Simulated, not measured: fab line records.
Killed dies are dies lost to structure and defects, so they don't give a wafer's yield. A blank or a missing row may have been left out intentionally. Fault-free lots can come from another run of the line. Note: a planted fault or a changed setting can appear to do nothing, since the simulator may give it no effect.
Comparing a struck lot with a sound one | flow ritCmos | 15 steps out of a route of 202
Sound: the wafers L369.2, L369.4, L369.6. Struck: wafers L366.3, L366.6 (left out: L366.4, a lot-mate that was not struck); the cause follows at the end.
Per side, at each step with rows, come the tool, then ch with its chambers, and then its first start. Under that, the readings that differ: sound wafers | struck wafers | difference of the means | sigmas: that difference in standard deviations of wafers without a fault.
alike: words and numbers the same on both sides, and readings whose means are apart by under 2 such deviations; not compared: readings that were withheld, readings missing a value for some wafer, numbers with overlapping values and no deviation given by the record, and bounds like >300 which may hide the same value.
The two part at a step that has a row with sigmas, a row that says differs or no value, or rows on one side only. Numbers that have no deviation but don't overlap get no sigmas and don't part them. Lack of a reading on every wafer of one side parts them only where that side has two or more wafers.

first, 1 step without rows for these wafers: RIT_NLDD_IMPLANT_08.
RIT_NLDD_STRIP_09: strips in O2, time 180 s.
  sound on plasmaAsher-01 ch 0,1, day 5 00:05; struck on plasmaAsher-01 ch 1, day 4 06:27
  alike: drypumpMotorCurrentA, o2FlowSccm
  not compared: rfHoursCounterH
RIT_NLDD_TW_MEAS_10:
  struck on filmMetro-02, day 4 06:35; sound on filmMetro-01, day 5 00:16
  alike: NLDD_TW
then, 6 steps without rows for these wafers: RIT_PLDD_HMDS_00 (prime time 60 s); RIT_PLDD_COAT_01 (resist thk 1000 nm); RIT_PLDD_SOFTBAKE_02 (time 60 s); RIT_PLDD_EXPOSE_03 (exposes mask M8, target cd 40900 nm); RIT_PLDD_PEB_04; RIT_PLDD_DEVELOP_05 (develop time 48.45 s).
RIT_PLDD_OVL_MEAS_06:
  struck on overlay-02, day 4 07:37; sound on overlay-02, day 5 01:18
  alike: PLDD_OVL
then, 2 steps without rows for these wafers: RIT_PLDD_HARDBAKE_07 (time 60 s); RIT_PLDD_IMPLANT_08.
RIT_PLDD_STRIP_09: strips in O2, time 180 s.
  sound on plasmaAsher-04 ch 1, day 5 01:38; struck on plasmaAsher-02 ch 1, day 4 07:59
reading           | sound          | struck    | difference | sigmas
o2FlowSccm (sccm) | 4010 3999 4007 | 1989 1971 | -2025      | -99 or more
  alike: drypumpMotorCurrentA
  not compared: rfHoursCounterH
RIT_PLDD_TW_MEAS_10:
  struck on filmMetro-02, day 4 08:08; sound on filmMetro-04, day 5 01:49
reading | sound          | struck    | difference | sigmas
PLDD_TW | 2408 2405 2398 | 2351 2342 | -57        | -2
RIT_M1_PROBE_99:
  struck on prober-01, day 4 22:53; sound on prober-02, day 5 15:50
  alike: killedAtContacts, killedAtFrontEnd, killedDies, killedOpen, killedShort

== WHERE THEY PART ==
Earliest at RIT_PLDD_STRIP_09; latest, in this record, at RIT_PLDD_TW_MEAS_10. Later steps at which nothing parts them and some readings are alike: RIT_M1_PROBE_99.

WHY: whatever the simulator had introduced
plasmaAsher-02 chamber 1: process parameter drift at RIT_PLDD_STRIP_09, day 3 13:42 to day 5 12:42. From 4000, the setting o2FlowSccm moved by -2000. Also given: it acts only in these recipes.
